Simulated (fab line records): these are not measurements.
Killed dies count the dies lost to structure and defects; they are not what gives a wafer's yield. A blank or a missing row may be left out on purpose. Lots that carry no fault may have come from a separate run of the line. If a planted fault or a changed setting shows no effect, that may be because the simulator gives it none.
Which tool is to blame? + flow ritCmos + 13 lots, 39 wafers sampled, at 2 steps of a route of 202

## WHAT EACH GAUGE READ, for each wafer
RIT_GATE_CD_MEAS_16: the cd target is 150 nm. Usual: cdNm at 150.6 nm, with a standard deviation of 1.9.
| lot  | measured    | on       | cdNm (nm)         | flag |
|------|-------------|----------|-------------------|------|
| L162 | day 2 15:35 | cdSem-02 | 148.4 148.7 149.0 |      |
| L167 | day 3 19:37 | cdSem-02 | 150.8 148.8 147.5 |      |
| L166 | day 3 19:53 | cdSem-01 | 150.6 151.8 150.1 |      |
| L168 | day 3 21:04 | cdSem-02 | 150.6 151.2 148.2 |      |
| L169 | day 4 05:59 | cdSem-01 | 127.2 128.9 126.1 | OFF  |
| L170 | day 4 10:23 | cdSem-01 | 146.8 147.3 148.8 |      |
| L178 | day 5 22:18 | cdSem-01 | 149.4 148.6 149.9 |      |
| L179 | day 6 02:57 | cdSem-01 | 149.3 149.1 148.7 |      |
| L180 | day 6 13:01 | cdSem-01 | 149.7 149.8 149.0 |      |
| L181 | day 6 15:41 | cdSem-02 | 150.7 149.7 150.5 |      |
| L182 | day 6 20:43 | cdSem-02 | 153.1 151.2 151.4 |      |
| L184 | day 7 08:44 | cdSem-01 | 152.8 150.3 152.8 |      |
| L185 | day 7 10:08 | cdSem-01 | 152.6 150.9 150.2 |      |

## EACH LOT AND THE TOOL THAT RAN IT (in order: tool; ch and the chambers of the sampled wafers; start)
| lot  | RIT_GATE_EXPOSE_13                |
|------|-----------------------------------|
| L162 | ilineStepper-02 ch 0, day 2 15:10 |
| L167 | ilineStepper-02 ch 0, day 3 19:04 |
| L166 | ilineStepper-02 ch 0, day 3 19:29 |
| L168 | ilineStepper-02 ch 0, day 3 20:40 |
| L169 | ilineStepper-02 ch 0, day 4 05:35 |
| L170 | ilineStepper-01 ch 0, day 4 09:46 |
| L178 | ilineStepper-01 ch 0, day 5 21:54 |
| L179 | ilineStepper-02 ch 0, day 6 02:33 |
| L180 | ilineStepper-02 ch 0, day 6 12:37 |
| L181 | ilineStepper-02 ch 0, day 6 15:16 |
| L182 | ilineStepper-01 ch 0, day 6 20:19 |
| L184 | ilineStepper-02 ch 0, day 7 08:20 |
| L185 | ilineStepper-02 ch 0, day 7 09:34 |
- RIT_GATE_EXPOSE_13: exposes mask M6, target cd 150 nm.

## WHAT THE TOOLS THEMSELVES READ (means of the sampled wafers that have a number; where no wafer has one, the mark that the record gives instead)
The record holds no such reading with a usual standard deviation.

## THE ANSWER, worked out from the rows above alone
Rule: lot off if the mean of its wafers having a number is beyond 3 standard deviations from the usual mean. A lot without any number at a reading at which 4 lots or more have one is off too. Any other lot the step has rows for is counted as sound. First the gauges in route order, then the tools' own readings, where a lot's mean is used as printed above. The first step at which some lot is off is used, and at that step the reading that is off furthest; a lot without a number counts as furthest.
Off: L169 (RIT_GATE_CD_MEAS_16, cdNm).
If a tool, at a process step before that reading, ran all the lots that are off and no sound lot after the first of them, it fits. Gauges at RIT_GATE_CD_MEAS_16: tried the same way as those tools. None of those tried fits.

## WHAT WAS PUT IN BY THE SIMULATOR
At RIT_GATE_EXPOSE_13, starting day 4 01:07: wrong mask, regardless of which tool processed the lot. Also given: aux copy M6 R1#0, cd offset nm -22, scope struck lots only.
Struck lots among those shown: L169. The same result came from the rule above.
